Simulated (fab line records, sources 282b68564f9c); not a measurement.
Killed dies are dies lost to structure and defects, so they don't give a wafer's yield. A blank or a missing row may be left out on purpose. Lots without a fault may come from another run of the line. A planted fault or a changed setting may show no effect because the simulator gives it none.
Which tool did it? | flow rit_cmos | 14 lots, 42 wafers sampled, at 4 steps of a route of 202

WHAT THE GAUGES READ, wafer by wafer
RIT_SDANNEAL_RS_MEAS_07: measures by four-point-probe.
lot  | measured    | on            | NLDD_RS (ohm/sq)
L980 | day 3 07:38 | film_metro-01 | 154.0 154.8 154.3
L981 | day 3 09:11 | film_metro-01 | 154.7 154.2 154.9
L982 | day 3 17:47 | film_metro-01 | 155.0 155.0 155.1
L983 | day 4 00:10 | film_metro-01 | 154.2 154.2 154.6
L984 | day 4 07:08 | film_metro-01 | 154.7 154.6 154.1
L985 | day 4 09:09 | film_metro-04 | 153.1 154.0 154.0
L986 | day 4 10:11 | film_metro-02 | 154.5 153.8 154.1
L987 | day 4 14:08 | film_metro-02 | 154.5 154.5 155.0
L988 | day 4 18:28 | film_metro-02 | 155.0 155.7 155.7
L995 | day 6 05:56 | film_metro-01 | 154.3 154.8 154.2
L997 | day 6 13:52 | film_metro-04 | 154.9 154.6 155.1
L998 | day 6 20:40 | film_metro-01 | 154.6 155.2 155.3
L100 | day 7 06:58 | film_metro-04 | 154.1 154.1 154.0
L102 | day 7 17:41 | film_metro-01 | 154.4 154.2 154.2

RIT_SILICIDE_RS_MEAS_02: measures by four-point-probe.
lot  | measured    | on            | SILICIDE_TI_RS (ohm/sq)
L980 | day 3 07:55 | film_metro-02 | 47.1 47.6 47.9
L981 | day 3 09:28 | film_metro-02 | 48.7 49.3 48.0
L982 | day 3 18:05 | film_metro-03 | 46.6 46.2 46.9
L983 | day 4 00:27 | film_metro-03 | 47.4 47.2 48.3
L984 | day 4 07:26 | film_metro-03 | 47.6 46.8 49.2
L985 | day 4 09:27 | film_metro-03 | 47.7 48.4 48.0
L986 | day 4 10:29 | film_metro-03 | 47.8 47.9 47.8
L987 | day 4 14:26 | film_metro-02 | 46.8 47.0 47.8
L988 | day 4 18:46 | film_metro-03 | 47.4 47.7 47.2
L995 | day 6 06:13 | film_metro-03 | 31.2 46.5 48.0
L997 | day 6 14:09 | film_metro-03 | 31.2 47.1 47.7
L998 | day 6 20:57 | film_metro-02 | 48.8 47.4 46.9
L100 | day 7 07:15 | film_metro-03 | 50.0 49.3 49.0
L102 | day 7 17:58 | film_metro-02 | 48.6 49.8 48.5

RIT_SILICIDE_THK_MEAS_03: measures by xrf.
lot  | measured    | on            | SILICIDE_TI_THK (nm)
L980 | day 3 08:01 | film_metro-02 | 30.3 30.1 29.9
L981 | day 3 09:35 | film_metro-02 | 29.4 29.2 29.8
L982 | day 3 18:11 | film_metro-03 | 30.3 30.4 30.1
L983 | day 4 00:34 | film_metro-03 | 29.9 30.1 29.7
L984 | day 4 07:33 | film_metro-03 | 29.8 30.0 29.0
L985 | day 4 09:34 | film_metro-03 | 29.7 29.5 29.8
L986 | day 4 10:35 | film_metro-03 | 29.7 29.6 29.8
L987 | day 4 14:32 | film_metro-02 | 30.4 30.5 30.1
L988 | day 4 18:53 | film_metro-03 | 29.9 29.8 29.9
L995 | day 6 06:19 | film_metro-03 | 42.1 30.4 29.7
L997 | day 6 14:16 | film_metro-03 | 42.1 30.2 29.8
L998 | day 6 21:04 | film_metro-02 | 29.7 30.2 30.6
L100 | day 7 07:22 | film_metro-03 | 29.0 29.4 29.4
L102 | day 7 18:05 | film_metro-02 | 29.7 29.1 29.7

WHICH TOOL RAN EACH LOT (tool, then ch and the chambers of the sampled wafers, then the start)
lot  | RIT_SILICIDE_SPUTTER_01
L980 | pvd_sputter-04, day 3 07:44
L981 | pvd_sputter-03, day 3 09:19
L982 | pvd_sputter-04, day 3 17:55
L983 | pvd_sputter-01, day 4 00:18
L984 | pvd_sputter-03, day 4 07:16
L985 | pvd_sputter-04, day 4 09:16
L986 | pvd_sputter-03, day 4 10:18
L987 | pvd_sputter-04, day 4 14:14
L988 | pvd_sputter-03, day 4 18:37
L995 | pvd_sputter-04, day 6 06:02
L997 | pvd_sputter-04, day 6 13:59
L998 | pvd_sputter-03, day 6 20:48
L100 | pvd_sputter-03, day 7 07:05
L102 | pvd_sputter-03, day 7 17:49
- RIT_SILICIDE_SPUTTER_01: material Ti, target thk 30 nm, time 240 s.

WHAT THE TOOLS THEMSELVES READ (means of the sampled wafers that have a number; where no wafer has one, the mark that the record gives instead)
RIT_SILICIDE_SPUTTER_01.
lot  | tool           | substrate_temp_c (C) | throttle_valve_pct (%)
L980 | pvd_sputter-04 | 25.00                | 30.2
L981 | pvd_sputter-03 | 24.94                | 29.5
L982 | pvd_sputter-04 | 24.92                | 30.5
L983 | pvd_sputter-01 | 24.88                | 30.7
L984 | pvd_sputter-03 | 24.88                | 29.7
L985 | pvd_sputter-04 | 25.06                | 29.6
L986 | pvd_sputter-03 | 25.00                | 29.6
L987 | pvd_sputter-04 | 25.06                | 30.9
L988 | pvd_sputter-03 | 25.00                | 29.5
L995 | pvd_sputter-04 | 24.98                | 29.9
L997 | pvd_sputter-04 | 25.01                | 29.9
L998 | pvd_sputter-03 | 24.91                | 29.1
L100 | pvd_sputter-03 | 25.01                | 29.8
L102 | pvd_sputter-03 | 24.99                | 30.4

THE ANSWER, worked out from the rows above alone
Rule: what is usual is taken from the lots themselves. Put in order of their means at a reading, lots are off if they are a third of the lots or fewer, leave a main group of 4 or more, and stand apart from it by a gap of 3 or more times the standard deviation of the main group's means; of several such gaps the widest counts. A main group whose means are all the same, to the digits that the tables above print for the reading, isn't used. A lot without any number at a reading at which 4 lots or more have one is off too. The other lots that the step has rows for count as sound. The gauges are gone through in route order, then the tools' own readings, and for those a lot's mean is taken as printed above. The first step at which some lot is off is used, and at that step the reading that is off furthest; a lot without a number counts as furthest.
Off: L995, L997, at RIT_SILICIDE_RS_MEAS_02 (SILICIDE_TI_RS). The main group: mean 47.9 ohm/sq, standard deviation 0.75.
A tool fits if, at a process step before that reading, it ran every lot that is off, and no sound lot after the first of them. The gauges at RIT_SILICIDE_RS_MEAS_02 are tried like those tools. One fits: pvd_sputter-04 at RIT_SILICIDE_SPUTTER_01. Its last sound lot is L987 (day 4 14:14), its first lot that is off L995 (day 6 06:02): a fault that began between those two fits.

WHAT THE SIMULATOR HAD PUT IN
Process parameter drift: pvd_sputter-04, from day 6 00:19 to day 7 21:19, at RIT_SILICIDE_SPUTTER_01. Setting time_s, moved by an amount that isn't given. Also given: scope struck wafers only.
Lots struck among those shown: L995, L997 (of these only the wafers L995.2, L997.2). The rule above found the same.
